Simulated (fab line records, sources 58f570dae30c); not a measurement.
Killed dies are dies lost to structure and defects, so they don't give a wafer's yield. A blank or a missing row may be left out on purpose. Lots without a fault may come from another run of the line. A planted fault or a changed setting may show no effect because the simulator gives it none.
Tool commonality check | flow berkeley_cmos170 | 14 lots, 42 wafers sampled

WHY IT WAS OPENED
At UCB170_NLDD_TW_MEAS_11 the reading NLDD_TW is flagged on 2 of 14 lots. Wafers without a fault read 2218, standard deviation 20.
Rule: a lot is flagged when every wafer of it that has a number lies more than 4 standard deviations from that mean, or none has a number. The other lots count as sound.

lot  | measured     | on            | NLDD_TW, wafer by wafer | flag
L237 | day 7 19:22  | film_metro-02 | 2244 2258 2239          |
L240 | day 8 06:49  | film_metro-03 | 2207 2197 2202          |
L242 | day 8 21:20  | film_metro-03 | 2206 2210 2202          |
L248 | day 9 22:18  | film_metro-02 | 30 31 30                | FLAGGED
L249 | day 10 09:01 | film_metro-04 | 30 30 30                | FLAGGED
L251 | day 10 23:38 | film_metro-03 | 2219 2213 2203          |
L254 | day 11 07:01 | film_metro-02 | 2243 2254 2245          |
L253 | day 11 07:56 | film_metro-03 | 2202 2207 2195          |
L252 | day 11 08:25 | film_metro-03 | 2198 2194 2196          |
L257 | day 12 00:55 | film_metro-04 | 2206 2210 2211          |
L256 | day 12 01:11 | film_metro-03 | 2227 2198 2217          |
L258 | day 12 17:13 | film_metro-03 | 2202 2206 2204          |
L259 | day 12 18:26 | film_metro-03 | 2202 2192 2203          |
L260 | day 12 22:01 | film_metro-04 | 2219 2201 2221          |
The numbers of the flagged lots are 30 on average: -2188 against the usual, or -99 or more standard deviations.

WHICH TOOL RAN EACH LOT
The record holds 3 process steps before the reading, out of a route of 331 steps. In each cell: the tool, then ch and the chambers that the sampled wafers went through, then the start.
lot  | flag    | UCB170_GATE_ETCH_15              | UCB170_PLDD_STRIP_10                 | UCB170_NLDD_STRIP_10
L237 |         | rie_si-02 ch 2,3, day 7 15:21    | plasma_asher-01 ch 0,1, day 7 17:26  | plasma_asher-04 ch 0,1, day 7 19:16
L240 |         | rie_si-02 ch 0,3, day 8 02:31    | plasma_asher-03 ch 0,1, day 8 04:23  | plasma_asher-02 ch 0,1, day 8 06:43
L242 |         | rie_si-01 ch 0,1,2, day 8 17:05  | plasma_asher-04 ch 0,1, day 8 19:04  | plasma_asher-04 ch 0,1, day 8 21:14
L248 | FLAGGED | rie_si-01 ch 0,1,2, day 9 18:25  | plasma_asher-04 ch 0,1, day 9 20:34  | plasma_asher-04 ch 0, day 9 22:11
L249 | FLAGGED | rie_si-02 ch 1,2,3, day 10 03:16 | plasma_asher-01 ch 0,1, day 10 05:46 | plasma_asher-01 ch 0,1, day 10 08:54
L251 |         | rie_si-02 ch 0,1,3, day 10 17:04 | plasma_asher-03 ch 0,1, day 10 21:50 | plasma_asher-01 ch 0,1, day 10 23:31
L254 |         | rie_si-01 ch 1,2,3, day 11 03:10 | plasma_asher-03 ch 1, day 11 05:13   | plasma_asher-02 ch 0, day 11 06:55
L253 |         | rie_si-02 ch 1,2, day 11 03:54   | plasma_asher-01 ch 0,1, day 11 06:13 | plasma_asher-01 ch 1, day 11 07:50
L252 |         | rie_si-01 ch 0,1,2, day 11 03:57 | plasma_asher-01 ch 0,1, day 11 06:31 | plasma_asher-01 ch 0,1, day 11 08:19
L257 |         | rie_si-01 ch 1,2, day 11 20:50   | plasma_asher-03 ch 0,1, day 11 22:50 | plasma_asher-01 ch 0,1, day 12 00:48
L256 |         | rie_si-02 ch 1,2, day 11 20:59   | plasma_asher-01 ch 1, day 11 23:05   | plasma_asher-02 ch 0,1, day 12 01:05
L258 |         | rie_si-01 ch 2,3, day 12 12:56   | plasma_asher-03 ch 0,1, day 12 15:05 | plasma_asher-02 ch 0,1, day 12 17:07
L259 |         | rie_si-02 ch 0,1,3, day 12 13:39 | plasma_asher-01 ch 0,1, day 12 15:59 | plasma_asher-04 ch 0,1, day 12 18:20
L260 |         | rie_si-02 ch 1,2,3, day 12 16:57 | plasma_asher-04 ch 0,1, day 12 19:36 | plasma_asher-01 ch 0,1, day 12 21:55
What these steps do:
- UCB170_GATE_ETCH_15: etches poly-Si in HBr/Cl2, stops on SiO2, time 56.3 s, target depth 278.2 nm.
- UCB170_PLDD_STRIP_10: strips in O2.
- UCB170_NLDD_STRIP_10: strips in O2.
- UCB170_NLDD_TW_MEAS_11

FLAGGED OVER TOTAL, TOOL BY TOOL (the gauges that took the reading come last)
step                   | tool            | lots run | flagged | share of the flagged lots | sound lots run after its first flagged lot
UCB170_GATE_ETCH_15    | rie_si-01       | 6        | 1       | some                      | 4 (L254,L252,L257,L258)
UCB170_GATE_ETCH_15    | rie_si-02       | 8        | 1       | some                      | 5 (L251,L253,L256,L259,L260)
UCB170_PLDD_STRIP_10   | plasma_asher-01 | 6        | 1       | some                      | 4 (L253,L252,L256,L259)
UCB170_PLDD_STRIP_10   | plasma_asher-03 | 5        | 0       | none                      | -
UCB170_PLDD_STRIP_10   | plasma_asher-04 | 3        | 1       | some                      | 1 (L260)
UCB170_NLDD_STRIP_10   | plasma_asher-01 | 6        | 1       | some                      | 5 (L251,L253,L252,L257,L260)
UCB170_NLDD_STRIP_10   | plasma_asher-02 | 4        | 0       | none                      | -
UCB170_NLDD_STRIP_10   | plasma_asher-04 | 4        | 1       | some                      | 1 (L259)
UCB170_NLDD_TW_MEAS_11 | film_metro-02   | 3        | 1       | some                      | 1 (L254)
UCB170_NLDD_TW_MEAS_11 | film_metro-03   | 8        | 0       | none                      | -
UCB170_NLDD_TW_MEAS_11 | film_metro-04   | 3        | 1       | some                      | 2 (L257,L260)

WHAT THE TABLE ALLOWS
No row of the table ran every flagged lot.

WHAT THE SIMULATOR HAD PUT IN
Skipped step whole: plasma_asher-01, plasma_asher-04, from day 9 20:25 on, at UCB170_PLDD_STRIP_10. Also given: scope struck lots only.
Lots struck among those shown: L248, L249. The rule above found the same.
